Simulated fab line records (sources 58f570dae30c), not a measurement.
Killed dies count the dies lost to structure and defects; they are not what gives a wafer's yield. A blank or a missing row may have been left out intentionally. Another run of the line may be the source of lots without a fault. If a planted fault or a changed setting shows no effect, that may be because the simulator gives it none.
Code-filled problem report in 8D (eight disciplines) form | flow berkeleyCmos170 | the parts of the form that need people (team, actions taken, sign-off) are left out

== 1. THE ISSUE ==
Wafers free of any fault read 0.0325 ohm/sq (standard deviation 0.00037) for M3_AL_RS at UCB170_M3_RS_MEAS_02, against a mean of 0.0466 ohm/sq on 6 wafers of 2 lots. That puts it +38 standard deviations away from the usual mean.
The step: measures by four-point-probe.
The first sign was on wafer L667.1 at day 10 05:35, on filmMetro-04. At this step, 42 wafers from 14 lots have a number in the record. Rule for "out", or "out of limits": more than 4 standard deviations from the usual mean. Any other wafer with a number is counted as sound.

== 2. WHAT IT IS, AND WHAT IT ISN'T ==
question                    | is                         | is not
which readings at this step | M3_AL_RS                   | -
which lots                  | L667, L670                 | L659, L660, L661, L662, L668, L672, L674, L675, L678, L679, L681, L682
which wafers of those lots  | all that have a number     | -
read on which gauges        | filmMetro-03, filmMetro-04 | filmMetro-02
when                        | from day 10 05:35          | up to then (12 sound wafers); but 24 sound wafers of L668, L672, L674, L675, L678, L679, L681, L682 came after

== 3. THE SUSPECTS, EACH WITH WHAT RULES IT OUT ==
Counting: a tool at any process step up to the reading remains a suspect when it ran all the lots that are out and ran no sound lot after the first of those.
- the gauge at UCB170_M3_RS_MEAS_02 is ruled out. 2 gauges (filmMetro-03, filmMetro-04) read the wafers that are out.
- pvdSputter-02 at UCB170_M3_SPUTTER_01 (material Al, target thk 900 nm, time 120 s): ruled out as a lasting fault. Sound lots L682 ran on it after its first lot that is out, L667 (day 10 05:31).
Left after counting: nothing in the record.

== 4. THE CAUSE (what the simulator had put in) ==
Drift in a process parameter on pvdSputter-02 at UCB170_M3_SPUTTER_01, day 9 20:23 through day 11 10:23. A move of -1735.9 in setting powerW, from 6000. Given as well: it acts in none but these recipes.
The count ruled it out by mistake, since the rule takes a fault to strike every lot its tool runs from the start of the fault on, and this one did not do so.

== 5. SEQUENCE OF EFFECTS, ordered by route ==
One row per reading whose mean, taken over the struck wafers that have a number, lies over 3 standard deviations from the usual. Only readings for which the record gives a usual standard deviation are gone through. hours: the time from each lot's start at the first step in this table that gives one to its start at this step, as a median over the lots. sigmas: the change in usual standard deviations.
hours | step                    | reading         | usual         | on struck wafers | change  | sigmas
0     | UCB170_M3_SPUTTER_01    | cathodeDcPowerW | 6000.0 W      | 4263.3           | -1736.7 | -99 or more
0     | UCB170_M3_RS_MEAS_02    | M3_AL_RS        | 0.0325 ohm/sq | 0.0466           | +0.0141 | +38
4     | UCB170_M3_THK_MEAS_03   | M3_AL_THK       | 884 nm        | 618              | -266    | -24
9     | UCB170_M3_METAL_ETCH_18 | oesProductAu    | 0.846 a.u.    | 0.701            | -0.145  | -14
Its process steps:
- UCB170_M3_SPUTTER_01: material Al, target thk 900 nm, time 120 s.
- UCB170_M3_METAL_ETCH_18: etches Al in Cl2/BCl3, stops on SiO2, target depth 1170 nm, time 195 s.
At these later measuring or inspecting steps, every struck wafer for which the step has a row has a number for every such reading, and none has moved that far: UCB170_M3_OVL_MEAS_16.

== 6. HOW IT WOULD HAVE BEEN CAUGHT EARLIER ==
9 hours passed between the start of the fault at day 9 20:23 and the first reading out of limits at a measuring or inspecting step in this record, taken at day 10 05:35.
At UCB170_M3_SPUTTER_01, the tool's own readings (cathodeDcPowerW) were out on each struck wafer the step has a row for, so an alarm limit on them would have fired on the first such wafer.
